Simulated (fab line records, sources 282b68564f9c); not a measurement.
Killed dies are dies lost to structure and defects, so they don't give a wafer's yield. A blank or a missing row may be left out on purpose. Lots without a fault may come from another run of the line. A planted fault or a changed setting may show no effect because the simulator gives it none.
fab line records | flow rit_cmos
record lots=6 wafers=18 last_day=7
route steps=202 shown GATE@89 REOX@98 NLDD@103 PLDD@114 SPACER@125 M1@202
lots that met no fault: from a run of the same line without faults
start_h: hours from the record's first day to the start of the lot's first wafer shown | wait_h: hours since the lot's step before | " the same as in the row above | L1.1+2: a row that stands for several wafers | - no value, or no start given | * or withheld: withheld | < > ~ a bound
route shown NAME@n: a module of which the file shows steps, and the number in the route of the first | usual: mean/standard deviation of fault-free wafers | same: alike in all rows | chamber/n: place in a boat | sites: the reading at each site | _std_site: their standard deviation | _edge_site: outer sites' mean less inner sites' | radius_mm: how far each site lies from the wafer's centre | mask NAME#n: copy n | behind: the tool/chamber that last shaped the wafer | hold: why the lot was held/for how many hours/how that ended | device: the transistor (n, p or np) that didn't switch | end of line: the same wafers' tests at the end of the route | a step without rows: its recipe alone | killed: dies lost to structure and defects at the first sort, not the wafer's yield | map: a wafer's dies, x killed, . not, _ none there
set.NAME: the setting as run; set.NAME@STEP: as run at that earlier step | model.NAME: the simulator's own value behind a step, which no gauge read
lots at some steps of the route; a table a step, a row a wafer
services: from which hour (start_h, from the record's first day; less than 0 if before it) a tool's chamber was out of use, for how many hours, and why
## steps
# step RIT_GATE_EXPOSE_13
# recipe mask_id=M6 na=0.6 source_shape=conventional sigma_outer=0.6 target_cd_nm=150 dose_mj=386.1
# step RIT_GATE_PEB_14
# recipe resist=NOVOLAK temp_c=withheld time_s=withheld
# step RIT_GATE_DEVELOP_15
# recipe resist=NOVOLAK develop_time_s=50 dev_temp_c=23
# step RIT_GATE_CD_MEAS_16
# recipe target_cd_nm=150
# usual cd_nm=150.2/2.7
# columns lot.wafer tool chamber start_h wait_h cd_nm
L718.1 cd_sem-01 - 63.13 - 149.4
L718.3 " - " " 148.4
L718.5 " - " " 147.5
L719.4 cd_sem-02 - 69.31 - 150.1
L719.5 " - " " 149.4
L719.6 " - " " 150.4
L724.1 cd_sem-02 - 92.80 - 156.2
L724.2 " - " " 156.9
L724.3 " - " " 154.0
L728.1 cd_sem-01 - 113.89 - 151.3
L728.5 " - " " 153.8
L728.6 " - " " 153.9
L733.3 cd_sem-01 - 137.25 - 147.7
L733.4 " - " " 149.9
L733.6 " - " " 148.7
L734.3 cd_sem-02 - 139.45 - 151.4
L734.4 " - " " 150.4
L734.6 " - " " 152.0
# step RIT_GATE_OVL_MEAS_17
# usual GATE_OVL=-0.3/1.1
# columns lot.wafer tool chamber start_h wait_h GATE_OVL[nm]
L718.1 overlay-01 - 63.25 0.1 -1.0
L718.3 " - " " 0.3
L718.5 " - " " -0.6
L719.4 overlay-01 - 69.39 0.1 -1.5
L719.5 " - " " -0.9
L719.6 " - " " -0.7
L724.1 overlay-01 - 92.92 0.1 -0.7
L724.2 " - " " 0.4
L724.3 " - " " -1.9
L728.1 overlay-01 - 114.01 0.1 0.1
L728.5 " - " " 0.2
L728.6 " - " " -0.8
L733.3 overlay-02 - 137.34 0.1 -1.9
L733.4 " - " " -3.6
L733.6 " - " " 0.4
L734.3 overlay-01 - 139.54 0.1 0.2
L734.4 " - " " -0.9
L734.6 " - " " -0.6
# step RIT_GATE_HARDBAKE_18
# recipe resist=NOVOLAK temp_c=140 time_s=60
# step RIT_GATE_ETCH_19
# recipe chemistry=SF6/CHF3/O2 time_s=165 SF6_flow_sccm=30 CHF3_flow_sccm=30 O2_flow_sccm=5 target=poly-Si pressure_mtorr=40 rf_w=160 target_depth_a=3125 over_etch_frac=0.25 stop_on=SiO2
# usual drypump_motor_current_A=6.12/0.17 oes_product_au=0.849/0.0096 throttle_valve_pct=10.25/0.16
# columns lot.wafer tool chamber start_h wait_h drypump_motor_current_A oes_product_au rf_hours_counter_h throttle_valve_pct
L718.1 rie_si-02 1 63.44 0.1 6.06 0.844 135 10.52
L718.3 " 3 " " 5.95 0.845 1 10.05
L718.5 " 2 " " 6.24 0.868 - 10.05
L719.4 rie_si-01 3 69.56 0.1 5.91 0.848 140 10.24
L719.5 " 3 " " 5.92 0.836 - 10.26
L719.6 " 0 " " 6.33 0.845 - 10.28
L724.1 rie_si-02 3 93.10 0.1 5.95 0.849 1 10.06
L724.2 " 0 " " 5.94 0.846 7 10.22
L724.3 " 1 " " 6.04 0.857 135 10.49
L728.1 rie_si-02 0 114.20 0.1 5.92 0.855 7 10.23
L728.5 " 0 " " 5.94 0.856 - 10.21
L728.6 " 3 " " 5.95 0.842 - 10.05
L733.3 rie_si-01 0 137.51 0.1 6.33 0.838 111 10.29
L733.4 " 1 " " 6.28 0.863 2 10.18
L733.6 " 2 " " 6.24 0.855 - 10.49
L734.3 rie_si-02 1 139.71 0.1 6.07 0.858 136 10.49
L734.4 " 2 " " 6.16 0.869 124 10.05
L734.6 " 0 " " 5.93 0.863 - 10.23
# step RIT_GATE_STRIP_20
# recipe chemistry=O2 time_s=180 resist=NOVOLAK platen_temp_c=withheld power_w=500 pressure_mtorr=4000 o2_flow_sccm=4000
# usual drypump_motor_current_A=5.7/0.37 o2_flow_sccm=3997/13 rf_refl_power_W=7.0/1.6
# columns lot.wafer tool chamber start_h wait_h drypump_motor_current_A o2_flow_sccm rf_hours_counter_h rf_refl_power_W
L718.1 plasma_asher-02 1 63.54 0.1 6.0 4013 40 7.1
L718.3 " 0 " " 5.7 3999 - 6.6
L718.5 " 0 " " 5.7 3993 - 6.6
L719.4 plasma_asher-02 1 69.72 0.1 5.9 3997 - 6.7
L719.5 " 0 " " 5.7 3965 - 6.8
L719.6 " 1 " " 6.0 4000 - 6.8
L724.1 plasma_asher-02 0 93.21 0.1 5.7 4018 43 6.7
L724.2 " 1 " " 6.0 3983 43 6.9
L724.3 " 0 " " 5.7 4010 - 7.1
L728.1 plasma_asher-02 1 114.31 0.1 6.0 4013 45 6.9
L728.5 " 0 " " 5.7 4010 - 6.8
L728.6 " 1 " " 6.0 4000 - 6.8
L733.3 plasma_asher-01 0 137.68 0.1 4.8 3962 - 7.1
L733.4 " 1 " " 5.9 3994 - 9.2
L733.6 " 0 " " 4.8 3980 - 7.3
L734.3 plasma_asher-02 0 139.88 0.1 5.7 4020 - 7.2
L734.4 " 1 " " 6.0 4012 - 6.9
L734.6 " 0 " " 5.7 3990 - 6.7
# step RIT_GATE_CD_MEAS_90
# recipe target_cd_nm=150
# usual cd_nm=150.2/2.7
# columns lot.wafer tool chamber start_h wait_h cd_nm
L718.1 cd_sem-01 - 63.72 0.1 149.4
L718.3 " - " " 148.1
L718.5 " - " " 147.8
L719.4 cd_sem-01 - 69.90 0.1 150.1
L719.5 " - " " 149.2
L719.6 " - " " 150.3
L724.1 cd_sem-02 - 93.39 0.1 155.9
L724.2 " - " " 157.1
L724.3 " - " " 154.1
L728.1 cd_sem-01 - 114.48 0.1 150.9
L728.5 " - " " 153.6
L728.6 " - " " 154.2
L733.3 cd_sem-02 - 137.84 0.1 147.7
L733.4 " - " " 150.2
L733.6 " - " " 148.6
L734.3 cd_sem-01 - 140.04 0.1 151.3
L734.4 " - " " 150.8
L734.6 " - " " 151.9
# step RIT_REOX_CLEAN_00
# recipe chemistry=SC1 mix=3:3:50 time_s=600 temp_c=75
# step RIT_REOX_CLEAN_01
# recipe chemistry=dHF dilution=50:1 time_s=30
# step RIT_REOX_CLEAN_02
# recipe chemistry=SC2 mix=3:3:50 time_s=583.4 temp_c=75 dry=n2_spin
# step RIT_REOX_OXIDATION_03
# recipe temp_c=900 ambient=O2 target_thk_a=252 ox_time_s=5580
# usual spike_tc_centre_C=902.3/0.97 spike_tc_load_C=923/3.1 spike_tc_source_C=923.5/1.3 tube_center_temp_C=900/0.078 tube_center_temp_C_max=902.3/0.41
# columns lot.wafer tool chamber start_h wait_h spike_tc_centre_C spike_tc_load_C spike_tc_source_C tube_center_temp_C tube_center_temp_C_max model.SiO2_of_REOX_OXIDATION_03.thk_nm
L718.1 furnace-04 0 64.80 0.6 902.3 926 921.7 899.94 901.8 25.37
L718.3 " 0 " " 902.7 927 922.5 900.01 902.0 25.23
L718.5 " 0 " " 901.0 925 924.1 899.95 902.0 25.04
L719.4 furnace-01 0 70.34 0.0 902.8 919 926.1 899.94 902.5 26.18
L719.5 " 0 " " 902.4 920 924.0 899.92 902.2 25.6
L719.6 " 0 " " 901.6 921 924.7 900.07 902.3 25.74
L724.1 furnace-04 0 93.87 0.0 903.6 925 922.9 899.91 902.3 25.13
L724.2 " 0 " " 902.8 925 921.6 899.94 902.4 25.09
L724.3 " 0 " " 904.1 926 922.3 900.09 902.0 25.04
L728.1 furnace-04 0 114.97 0.0 902.0 927 923.0 900.06 902.7 24.5
L728.5 " 0 " " 902.9 925 921.5 900.01 902.0 24.3
L728.6 " 0 " " 901.8 925 922.1 899.86 902.4 24.66
L733.3 furnace-01 0 138.29 0.0 920.2 939 945.7 919.98 922.6 30.16
L733.4 " 0 " " 921.3 938 945.7 920.02 922.9 30.19
L733.6 " 0 " " 922.3 941 944.2 920.02 922.2 30.17
L734.3 furnace-01 0 140.84 0.3 922.0 938 943.2 920.01 922.7 30.91
L734.4 " 0 " " 924.4 939 945.5 919.94 922.3 30.43
L734.6 " 0 " " 922.4 939 944.8 919.96 922.6 30.28
# step RIT_REOX_THK_MEAS_04
# recipe reads=SiO2_of_REOX_OXIDATION_03
# usual REOX_OXIDE_THK=25.0/0.43
# columns lot.wafer tool chamber start_h wait_h REOX_OXIDE_THK[nm]
L718.1 film_metro-02 - 67.35 0.0 25.3
L718.3 " - " " 25.2
L718.5 " - " " 25.1
L719.4 film_metro-02 - 72.92 0.0 26.2
L719.5 " - " " 25.6
L719.6 " - " " 25.8
L724.1 film_metro-01 - 96.42 0.0 25.1
L724.2 " - " " 25.1
L724.3 " - " " 25.1
L728.1 film_metro-01 - 117.52 0.0 24.5
L728.5 " - " " 24.3
L728.6 " - " " 24.7
L733.3 film_metro-02 - 140.86 0.0 30.2
L733.4 " - " " 30.2
L733.6 " - " " 30.1
L734.3 film_metro-03 - 143.41 0.0 30.9
L734.4 " - " " 30.4
L734.6 " - " " 30.3
# step RIT_NLDD_HMDS_00
# recipe prime_time_s=60 prime_temp_c=140
# step RIT_NLDD_COAT_01
# recipe resist=NOVOLAK spin_rpm=3250 resist_thk_nm=1000
# step RIT_NLDD_SOFTBAKE_02
# recipe resist=NOVOLAK temp_c=90 time_s=60
# step RIT_NLDD_EXPOSE_03
# recipe mask_id=M7 na=0.57 target_cd_nm=40700 dose_mj=250
# step RIT_NLDD_PEB_04
# recipe resist=NOVOLAK temp_c=withheld time_s=withheld
# step RIT_NLDD_DEVELOP_05
# recipe resist=NOVOLAK develop_time_s=50 dev_temp_c=23
# step RIT_NLDD_OVL_MEAS_06
# usual NLDD_OVL=0.1/1.4
# columns lot.wafer tool chamber start_h wait_h NLDD_OVL[nm]
L718.1 overlay-01 - 68.30 - -1.4
L718.3 " - " " -1.4
L718.5 " - " " -0.5
L719.4 overlay-02 - 73.82 - -0.8
L719.5 " - " " 1.0
L719.6 " - " " -0.4
L724.1 overlay-01 - 97.33 - 0.0
L724.2 " - " " 2.1
L724.3 " - " " 0.4
L728.1 overlay-01 - 118.43 - -0.7
L728.5 " - " " 1.1
L728.6 " - " " 1.6
L733.3 overlay-01 - 141.83 - 2.4
L733.4 " - " " 2.3
L733.6 " - " " 1.3
L734.3 overlay-02 - 144.43 - 1.1
L734.4 " - " " 1.4
L734.6 " - " " 1.5
# step RIT_NLDD_HARDBAKE_07
# recipe resist=NOVOLAK temp_c=140 time_s=60
# step RIT_NLDD_IMPLANT_08
# recipe species=P energy_kev=20 dose_cm2=5e+14 tilt_deg=7
# step RIT_NLDD_STRIP_09
# recipe chemistry=O2 time_s=180 resist=NOVOLAK platen_temp_c=withheld power_w=508 pressure_mtorr=4000 o2_flow_sccm=4000
# usual drypump_motor_current_A=5.4/0.42 o2_flow_sccm=4001/12 rf_refl_power_W=7.7/1.4
# columns lot.wafer tool chamber start_h wait_h drypump_motor_current_A o2_flow_sccm rf_hours_counter_h rf_refl_power_W
L718.1 plasma_asher-01 0 68.75 0.1 4.8 3993 29 7.4
L718.3 " 1 " " 5.9 3998 - 9.5
L718.5 " 1 " " 5.9 4013 - 9.6
L719.4 plasma_asher-01 0 74.41 0.1 4.8 3990 - 7.0
L719.5 " 0 " " 4.8 3987 - 7.4
L719.6 " 1 " " 5.9 3989 - 9.2
L724.1 plasma_asher-03 1 97.67 0.1 5.2 4007 45 7.9
L724.2 " 0 " " 5.3 4017 45 7.0
L724.3 " 1 " " 5.2 4010 - 8.1
L728.1 plasma_asher-01 0 118.76 0.1 4.7 4005 35 7.5
L728.5 " 1 " " 5.9 4014 - 9.5
L728.6 " 0 " " 4.8 3993 - 7.2
L733.3 plasma_asher-01 0 142.21 0.1 4.8 4008 - 7.3
L733.4 " 1 " " 5.9 3983 - 9.2
L733.6 " 1 " " 5.9 4005 - 9.2
L734.3 plasma_asher-03 0 144.81 0.1 5.3 3987 - 6.5
L734.4 " 1 " " 5.2 4004 - 7.6
L734.6 " 0 " " 5.3 3991 - 6.6
# step RIT_NLDD_TW_MEAS_10
# usual NLDD_TW=2482/11
# columns lot.wafer tool chamber start_h wait_h NLDD_TW
L718.1 film_metro-03 - 68.93 0.1 2472
L718.3 " - " " 2475
L718.5 " - " " 2470
L719.4 film_metro-03 - 74.56 0.1 2474
L719.5 " - " " 2479
L719.6 " - " " 2482
L724.1 film_metro-03 - 97.84 0.1 2469
L724.2 " - " " 2477
L724.3 " - " " 2488
L728.1 film_metro-02 - 118.94 0.1 2479
L728.5 " - " " 2482
L728.6 " - " " 2487
L733.3 film_metro-02 - 142.35 0.1 2486
L733.4 " - " " 2488
L733.6 " - " " 2479
L734.3 film_metro-03 - 144.95 0.1 2500
L734.4 " - " " 2507
L734.6 " - " " 2479
# step RIT_PLDD_HMDS_00
# recipe prime_time_s=60 prime_temp_c=140
# step RIT_PLDD_COAT_01
# recipe resist=NOVOLAK spin_rpm=3250 resist_thk_nm=1000
# step RIT_PLDD_SOFTBAKE_02
# recipe resist=NOVOLAK temp_c=90 time_s=60
# step RIT_PLDD_EXPOSE_03
# recipe mask_id=M8 na=0.57 target_cd_nm=40900 dose_mj=250
# step RIT_PLDD_PEB_04
# recipe resist=NOVOLAK temp_c=withheld time_s=withheld
# step RIT_PLDD_DEVELOP_05
# recipe resist=NOVOLAK develop_time_s=50 dev_temp_c=23
# step RIT_PLDD_OVL_MEAS_06
# usual PLDD_OVL=-1.3/1.4
# columns lot.wafer tool chamber start_h wait_h PLDD_OVL[nm]
L718.1 overlay-02 - 69.84 - -0.9
L718.3 " - " " -1.8
L718.5 " - " " -2.7
L719.4 overlay-01 - 75.46 - -0.6
L719.5 " - " " -1.4
L719.6 " - " " -0.9
L724.1 overlay-02 - 98.88 - -2.9
L724.2 " - " " -3.1
L724.3 " - " " -4.5
L728.1 overlay-01 - 119.85 - -0.7
L728.5 " - " " 0.7
L728.6 " - " " -1.4
L733.3 overlay-02 - 143.37 - 0.2
L733.4 " - " " -0.2
L733.6 " - " " 0.0
L734.3 overlay-01 - 145.85 - -0.7
L734.4 " - " " -1.0
L734.6 " - " " -1.8
# step RIT_PLDD_HARDBAKE_07
# recipe resist=NOVOLAK temp_c=140 time_s=60
# step RIT_PLDD_IMPLANT_08
# recipe species=BF2 energy_kev=20 dose_cm2=9e+14 tilt_deg=7
# step RIT_PLDD_STRIP_09
# recipe chemistry=O2 time_s=180 resist=NOVOLAK platen_temp_c=withheld power_w=500 pressure_mtorr=4000 o2_flow_sccm=4000
# usual drypump_motor_current_A=5.6/0.31 o2_flow_sccm=3999/12 rf_refl_power_W=6.8/1.8
# columns lot.wafer tool chamber start_h wait_h drypump_motor_current_A o2_flow_sccm rf_hours_counter_h rf_refl_power_W
L718.1 plasma_asher-03 0 70.21 0.1 5.3 3989 42 6.7
L718.3 " 0 " " 5.3 3986 - 6.6
L718.5 " 1 " " 5.2 3998 - 7.6
L719.4 plasma_asher-03 0 75.83 0.1 5.3 4009 - 6.8
L719.5 " 0 " " 5.3 4018 - 6.7
L719.6 " 1 " " 5.2 4014 - 7.6
L724.1 plasma_asher-02 0 99.21 0.1 5.7 4005 44 6.7
L724.2 " 1 " " 6.0 3993 44 7.1
L724.3 " 0 " " 5.7 3993 - 7.0
L728.1 plasma_asher-04 1 120.18 0.1 5.9 3983 47 9.2
L728.5 " 0 " " 5.8 4001 - 3.9
L728.6 " 1 " " 5.8 3988 - 8.8
L733.3 plasma_asher-04 1 143.76 0.1 5.8 4001 - 8.8
L733.4 " 0 " " 5.9 3959 - 3.4
L733.6 " 0 " " 5.9 3992 - 3.3
L734.3 plasma_asher-03 0 146.24 0.1 5.3 4024 - 6.9
L734.4 " 1 " " 5.2 3973 - 7.6
L734.6 " 1 " " 5.2 3973 - 8.0
# step RIT_PLDD_TW_MEAS_10
# usual PLDD_TW=2340/9.9
# columns lot.wafer tool chamber start_h wait_h PLDD_TW
L718.1 film_metro-03 - 70.38 0.1 2341
L718.3 " - " " 2330
L718.5 " - " " 2332
L719.4 film_metro-02 - 75.98 0.1 2336
L719.5 " - " " 2336
L719.6 " - " " 2340
L724.1 film_metro-03 - 99.39 0.1 2336
L724.2 " - " " 2334
L724.3 " - " " 2340
L728.1 film_metro-04 - 120.36 0.1 2354
L728.5 " - " " 2364
L728.6 " - " " 2365
L733.3 film_metro-02 - 143.89 0.1 2344
L733.4 " - " " 2324
L733.6 " - " " 2343
L734.3 film_metro-02 - 146.37 0.1 2325
L734.4 " - " " 2321
L734.6 " - " " 2348
# step RIT_SPACER_CLEAN_00
# recipe chemistry=SC1 mix=3:3:50 time_s=623.6 temp_c=75
# usual bath_guard_temp_C=74.9/0.77 temp_c=75.02/0.11
# columns lot.wafer tool chamber start_h wait_h bath_guard_temp_C temp_c model.SiO2_of_REOX_OXIDATION_03.thk_nm
L718.1 wet_bench-03 3 70.44 0.1 75.3 74.87 23.38
L718.3 " 3 " " 75.1 74.95 23.23
L718.5 " 3 " " 75.0 74.96 23.05
L719.4 wet_bench-02 2 76.01 0.0 76.0 75.09 24.09
L719.5 " 2 " " 76.8 74.87 23.55
L719.6 " 2 " " 76.4 75.07 23.69
L724.1 wet_bench-02 0 99.45 0.1 75.5 74.99 23.05
L724.2 " 0 " " 75.8 74.85 23.01
L724.3 " 0 " " 75.4 74.99 22.97
L728.1 wet_bench-02 3 120.42 0.1 74.1 75.21 22.53
L728.5 " 3 " " 73.7 75.27 22.32
L728.6 " 3 " " 74.5 75.35 22.67
L733.3 wet_bench-03 1 143.93 0.0 75.1 75.18 27.75
L733.4 " 1 " " 75.3 75.18 27.77
L733.6 " 1 " " 75.1 75.16 27.76
L734.3 wet_bench-03 0 146.41 0.0 73.8 75.16 28.42
L734.4 " 0 " " 73.8 75.08 27.97
L734.6 " 0 " " 73.9 75.06 27.84
# step RIT_SPACER_CLEAN_01
# recipe chemistry=dHF dilution=50:1 time_s=30
# step RIT_M1_PROBE_99
# usual killed_at_contacts=0.1/0.3 killed_at_front_end=6.7/2.6 killed_dies=6.8/2.6 killed_on_rim=1.9/1.3 killed_open=3.3/1.7 killed_short=3.4/2
# same gross_dies=264 killed_at_M0_to_M3=0 killed_at_M4_up=0 killed_at_back_side=0 killed_at_other=0
# columns lot.wafer tool chamber start_h wait_h killed_at_contacts killed_at_front_end killed_dies killed_on_rim killed_open killed_short model.etest.pmos_turned.r_on_ohm_um model.etest.pmos_0p3.r_on_ohm_um model.etest.pmos_0p15.r_on_ohm_um model.etest.pldd.rs_ohm_sq model.etest.nmos_0p3.r_on_ohm_um model.etest.nmos_0p15.r_on_ohm_um model.etest.nmos_turned.drive_ua_um model.etest.nldd.rs_ohm_sq
L718.1 prober-01 - 83.94 0.1 0 8 8 2 5 3 3510 6344 2825 547.7 2183 1197 311.2 420.4
L718.3 prober-01 - 84.04 0.2 0 11 11 3 1 10 3515 6308 2776 539 2127 1134 313.9 413.2
L718.5 prober-01 - 84.14 0.2 0 4 4 3 3 1 3478 6279 2770 524.2 2150 1146 315.8 409
L719.4 prober-02 - 89.54 0.2 1 9 10 2 7 3 3692 6492 2905 571 2218 1174 288 415.5
L719.5 prober-02 - 89.59 0.2 0 5 5 1 3 2 3481 6278 2802 536 2150 1130 314.2 397.4
L719.6 prober-02 - 89.64 0.2 0 5 5 0 3 2 3560 6264 2795 538.9 2161 1176 297.9 398.1
L724.1 prober-01 - 113.66 0.1 0 2 2 1 0 2 3579 6464 2899 490.3 2191 1178 308.9 370.7
L724.2 prober-01 - 113.71 0.1 1 6 7 1 3 4 3572 6435 2916 489.7 2206 1172 306.1 371.6
L724.3 prober-01 - 113.76 0.2 0 7 7 3 4 3 3597 6486 2914 486.4 2241 1187 309.9 371.3
L728.1 prober-01 - 133.80 0.1 0 7 7 0 1 6 3358 6152 2692 462.8 2124 1130 329.4 371.1
L728.5 prober-01 - 134.00 0.2 0 8 8 1 4 4 3391 6206 2741 455 2164 1134 323.4 365.9
L728.6 prober-01 - 134.05 0.2 0 11 11 2 6 5 3380 6084 2752 470.6 2133 1133 321.6 374.1
L733.3 prober-02 - 157.57 0.2 0 8 8 0 4 4 4868 6929 3359 859.5 2270 1257 215.5 469.1
L733.4 prober-02 - 157.62 0.2 0 5 5 2 4 1 4924 6960 3388 863.6 2297 1267 210.9 474.3
L733.6 prober-02 - 157.72 0.2 0 4 4 2 3 1 4837 6847 3301 868.1 2269 1239 216.1 472.6
L734.3 prober-01 - 160.14 0.2 0 5 5 2 2 3 5646 7317 3664 962.1 2454 1397 168 531.2
L734.4 prober-01 - 160.19 0.2 0 8 8 2 1 7 5279 7281 3566 899.6 2449 1378 182.6 517.4
L734.6 prober-01 - 160.29 0.2 0 11 11 2 4 7 5160 7177 3562 883.6 2414 1369 186.8 509.6
# killed by level:class
L718.1 REOX:geometric_particle:short=2 FOX1:geometric_particle:short=1 FOX1:geometric_particle:open=1 GATE:geometric_particle:open=1 REOX:geometric_particle:open=1 SPACER:geometric_particle:open=1 SILICIDE:geometric_particle:open=1
L718.3 REOX:geometric_particle:short=6 GATE:geometric_particle:short=2 GATE:geometric_particle:open=1 SPACER:geometric_particle:short=1 SILICIDE:geometric_particle:short=1
L718.5 FOX1:geometric_particle:open=1 FOX1:geometric_particle:short=1 GATE:geometric_particle:open=1 SILICIDE:geometric_particle:open=1
L719.4 GATE:geometric_particle:open=6 FOX1:geometric_particle:open=1 SPACER:geometric_particle:short=1 SILICIDE:geometric_particle:short=1 CONTACT:geometric_particle:short=1
L719.5 SILICIDE:geometric_particle:short=2 GATE:geometric_particle:open=1 REOX:geometric_particle:open=1 SPACER:geometric_particle:open=1
L719.6 GATE:geometric_particle:open=2 GATE:geometric_particle:short=1 REOX:geometric_particle:short=1 SPACER:geometric_particle:open=1
L724.1 FOX1:geometric_particle:short=2
L724.2 FOX1:geometric_particle:short=1 GATE:geometric_particle:open=1 GATE:geometric_particle:short=1 REOX:geometric_particle:short=1 REOX:geometric_particle:open=1 SPACER:geometric_particle:short=1 CONTACT:geometric_particle:open=1
L724.3 GATE:geometric_particle:open=3 GATE:geometric_particle:short=1 REOX:geometric_particle:short=1 SPACER:geometric_particle:open=1 SPACER:geometric_particle:short=1
L728.1 GATE:geometric_particle:short=3 SPACER:geometric_particle:short=3 SPACER:geometric_particle:open=1
L728.5 REOX:geometric_particle:short=2 FOX1:geometric_particle:open=1 GATE:geometric_particle:open=1 SPACER:geometric_particle:open=1 SPACER:geometric_particle:short=1 SILICIDE:geometric_particle:open=1 SILICIDE:geometric_particle:short=1
L728.6 GATE:geometric_particle:open=3 FOX1:geometric_particle:open=2 GATE:geometric_particle:short=2 SPACER:geometric_particle:short=2 REOX:geometric_particle:open=1 SILICIDE:geometric_particle:short=1
L733.3 SPACER:geometric_particle:open=2 FOX1:geometric_particle:open=1 FOX2:geometric_particle:short=1 FOX2:geometric_particle:open=1 GATE:geometric_particle:short=1 SPACER:geometric_particle:short=1 SILICIDE:geometric_particle:short=1
L733.4 FOX2:geometric_particle:open=2 SPACER:geometric_particle:open=2 SPACER:geometric_particle:short=1
L733.6 FOX2:geometric_particle:open=1 GATE:geometric_particle:open=1 REOX:geometric_particle:short=1 SPACER:geometric_particle:open=1
L734.3 FOX1:geometric_particle:open=1 GATE:geometric_particle:short=1 REOX:geometric_particle:short=1 SPACER:geometric_particle:short=1 SPACER:geometric_particle:open=1
L734.4 GATE:geometric_particle:short=4 REOX:geometric_particle:open=1 REOX:geometric_particle:short=1 SPACER:geometric_particle:short=1 SILICIDE:geometric_particle:short=1
L734.6 GATE:geometric_particle:open=3 FOX1:geometric_particle:short=2 GATE:geometric_particle:short=2 SPACER:geometric_particle:short=2 FOX1:geometric_particle:open=1 REOX:geometric_particle:short=1
## services
# columns tool chamber start_h hours kind
rie_si-01 - 60.54 2.8 pm
plasma_asher-04 - 62.96 15.9 pm
plasma_asher-02 - 67.06 1.2 repair
rie_si-01 - 91.45 0.7 repair
rie_si-02 - 95.95 1.5 repair
rie_si-02 - 105.20 2.8 pm
plasma_asher-03 - 107.08 5.2 repair
plasma_asher-03 - 112.27 9.0 pm
plasma_asher-03 0 112.27 9.0 vent_cycle
plasma_asher-03 1 112.27 9.0 vent_cycle
plasma_asher-03 0 121.27 - clean
plasma_asher-03 1 121.27 - clean
rie_si-02 2 138.22 1.0 repair
rie_si-02 0 142.40 3.4 repair
## key
first_sign step=RIT_REOX_OXIDATION_03 reading=tube_center_temp_C direction=up sigmas=99+ usual=* struck=*
effect step=RIT_REOX_OXIDATION_03 reading=tube_center_temp_C_max direction=up sigmas=50 usual=* struck=*
effect step=RIT_REOX_THK_MEAS_04 reading=REOX_OXIDE_THK direction=up sigmas=12 usual=25.0 struck=30.3
model_effect step=RIT_REOX_OXIDATION_03 value=SiO2_of_REOX_OXIDATION_03.thk_nm without=24.72 struck=30.36
model_effect step=RIT_SPACER_CLEAN_00 value=SiO2_of_REOX_OXIDATION_03.thk_nm without=22.73 struck=27.92
model_effect step=RIT_M1_PROBE_99 value=etest.pmos_turned.r_on_ohm_um without=3391 struck=5119
met_at RIT_REOX_OXIDATION_03
struck_wafers L733.3,L733.4,L733.6,L734.3,L734.4,L734.6
tester_left_out L733,L734
onset_between 70.34 138.29
fault kind=process_parameter_drift tool=furnace-01 chamber=- onset_h=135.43 steps=RIT_REOX_OXIDATION_03 channel=temp_c offset=* shape=step end_h=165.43 acts_in=* stated=*
# tester_left_out: of these lots the tester's yield and bins aren't shown, on N5 and GAA mostly nor the transistor test; their killed dies are dies lost to structure and defects alone, not to doping, threshold or leakage, so they don't give the yield
